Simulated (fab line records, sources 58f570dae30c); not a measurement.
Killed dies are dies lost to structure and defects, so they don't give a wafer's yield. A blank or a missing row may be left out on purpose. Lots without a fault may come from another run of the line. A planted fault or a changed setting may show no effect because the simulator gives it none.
Problem report in the 8D (eight disciplines) form, filled by code | flow berkeley_cmos170 | the parts of the form that need people (team, actions taken, sign-off) are left out

1. THE PROBLEM
V1_TEOS_THK at UCB170_V1_THK_MEAS_01 reads a mean of 1716 nm on 6 wafers of 2 lots; wafers without a fault read 1993 nm with a standard deviation of 23. That is -12 standard deviations from the usual mean.
First seen on wafer L460.1, day 9 12:35, on film_metro-02. The record holds 42 wafers of 14 lots with a number at this step. Rule for "out", or "out of limits": more than 4 standard deviations from the usual mean. The other wafers with a number count as sound.

2. WHAT IT IS AND WHAT IT IS NOT
question                    | is                           | is not
which readings at this step | V1_TEOS_THK                  | -
which lots                  | L460, L463                   | L451, L452, L453, L454, L456, L457, L459, L468, L469, L470, L471, L473
which wafers of those lots  | all that have a number       | -
read on which gauges        | film_metro-02, film_metro-03 | film_metro-04
when                        | from day 9 12:35             | up to then (21 sound wafers); but 15 sound wafers of L468, L469, L470, L471, L473 came after

3. SUSPECTS, AND WHAT RULES EACH OUT
Counting: a tool at a process step up to the reading stays a suspect if it ran every lot that is out and no sound lot after the first of them.
- the gauge at UCB170_V1_THK_MEAS_01: ruled out. The wafers that are out were read on 2 gauges (film_metro-02, film_metro-03).
- pecvd-03 at UCB170_V1_CVD_00 (deposits SiO2 from TEOS/O2, target thk 2000 nm, time 250 s): ruled out as a lasting fault. Sound lots L473 ran on it after its first lot that is out, L460 (day 9 12:24).
Left after counting: nothing in the record.

4. THE CAUSE (what the simulator had put in)
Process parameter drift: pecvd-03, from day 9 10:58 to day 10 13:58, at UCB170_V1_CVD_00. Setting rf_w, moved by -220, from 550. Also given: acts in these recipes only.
Counting ruled it out, wrongly: the rule takes a fault to strike every lot that its tool runs from its start on, and this one did not.

5. THE CHAIN OF EFFECTS, in route order
Each row: a reading whose mean over the struck wafers that have a number lies more than 3 standard deviations from the usual. Only readings for which the record gives a usual standard deviation are gone through. hours: the time from each lot's start at the first step in this table that gives one to its start at this step, as a median over the lots. sigmas: the change in usual standard deviations.
hours | step                  | reading        | usual   | on struck wafers | change | sigmas
0     | UCB170_V1_CVD_00      | rf_fwd_power_W | 548.4 W | 328.9            | -219.5 | -99 or more
0     | UCB170_V1_THK_MEAS_01 | V1_TEOS_THK    | 1993 nm | 1716             | -277   | -12
The process steps in it:
- UCB170_V1_CVD_00: deposits SiO2 from TEOS/O2, target thk 2000 nm, time 250 s.
Later measuring or inspecting steps at which every struck wafer that the step has a row for has a number for every such reading, and none has moved that far: UCB170_V2_CD_MEAS_12.

6. WHAT WOULD HAVE CAUGHT IT SOONER
In this record the first reading out of limits at a measuring or inspecting step was taken at day 9 12:35, 2 hours after the fault began at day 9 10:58.
The tool's own readings at UCB170_V1_CVD_00 were out on every struck wafer that the step has a row for (rf_fwd_power_W): an alarm limit on them would have fired on the first of those.
